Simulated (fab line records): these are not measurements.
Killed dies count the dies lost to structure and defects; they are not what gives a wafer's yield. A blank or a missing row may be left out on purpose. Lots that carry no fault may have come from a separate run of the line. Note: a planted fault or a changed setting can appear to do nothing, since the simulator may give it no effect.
A struck lot beside a sound one | flow rit-cmos | 17 steps out of a route of 202
Sound: these wafers, L266.4, L266.5, L266.6. Wafers struck: L272.2, L272.4, L272.6. The cause is given at the end.
At each step with rows: each side's tool, then ch and its chambers, then its first start. Under that, the readings that differ: sound wafers | struck wafers | difference of the means | sigmas: that difference in standard deviations of wafers without a fault.
alike: words and numbers the same on both sides, and readings whose means are apart by under 2 such deviations; not compared: readings that were withheld, readings missing a value for some wafer, numbers with overlapping values and no deviation given by the record, and bounds like >300 which may hide the same value.
A row with sigmas, a row that says differs or no value, or rows on one side alone: a step with any of these is where the two part. Numbers that have no deviation but don't overlap get no sigmas and don't part them. A reading missing from all wafers of one side parts the sides only when that side holds two or more wafers.

first, 1 step without rows for these wafers: RIT_PRETRO_DEVELOP_05 (develop time 68 s).
RIT_PRETRO_OVL_MEAS_06:
  struck on overlay-02, day 5 04:26; sound on overlay-02, day 3 20:23
  alike: PRETRO_OVL
then, 2 steps without rows for these wafers: RIT_PRETRO_HARDBAKE_07 (time 120 s); RIT_PRETRO_IMPLANT_08.
RIT_PRETRO_STRIP_09: strips in O2, time 180 s.
  sound on plasma-asher-01 ch 0,1, day 3 20:52; struck on plasma-asher-04 ch 0,1, day 5 04:52
  alike: drypump-motor-current-A
  not compared: rf-hours-counter-h
RIT_PRETRO_TW_MEAS_10:
  struck on film-metro-03, day 5 05:03; sound on film-metro-03, day 3 21:00
  alike: PRETRO_TW
then, 5 steps without rows for these wafers: RIT_GATE_WET_ETCH_00 (etches SiO2 in BOE, target depth 56 nm, time 60 s); RIT_GATE_CLEAN_01 (cleans in SC1, time 600 s); RIT_GATE_CLEAN_02 (cleans in dHF, time 30 s); RIT_GATE_CLEAN_03 (cleans in SC2, time 600 s); RIT_GATE_CLEAN_04 (cleans in dHF, time 60 s).
RIT_FOX2_THK_MEAS_91:
  struck on film-metro-01, day 5 05:32; sound on film-metro-04, day 3 21:29
  alike: FIELD_OXIDE_LEFT_2_THK
RIT_GATE_OXIDATION_05: target thk 3 nm, ox time 270 s.
  sound on furnace-03 ch 0, day 3 22:59; struck on furnace-03 ch 0, day 5 07:31
  alike: ox-temp-c, ox-temp-c-max, tube-center-temp-C
then, 1 step without rows for these wafers: RIT_GATE_ANNEAL_06 (time 600 s).
RIT_GATE_THK_MEAS_07:
  struck on film-metro-02, day 5 09:34; sound on film-metro-01, day 4 02:26
  reading             | sound          | struck         | difference | sigmas
  GATE_OXIDE_THK (nm) | 2.97 3.02 3.01 | 5.31 5.27 5.19 | +2.26      | +36
then, 1 step without rows for these wafers: RIT_GATE_CVD_08 (deposits poly-Si from SiH4, target thk 250 nm, time 2220 s).
RIT_M1_PROBE_99:
  struck on prober-02, day 6 17:23; sound on prober-02, day 5 02:23
  alike: killed-at-contacts, killed-at-front-end, killed-dies, killed-open, killed-short

== WHERE THEY PART ==
Only at RIT_GATE_THK_MEAS_07, as far as this record shows. Later steps at which nothing parts them and some readings are alike: RIT_M1_PROBE_99.

WHY: what had been put in by the simulator
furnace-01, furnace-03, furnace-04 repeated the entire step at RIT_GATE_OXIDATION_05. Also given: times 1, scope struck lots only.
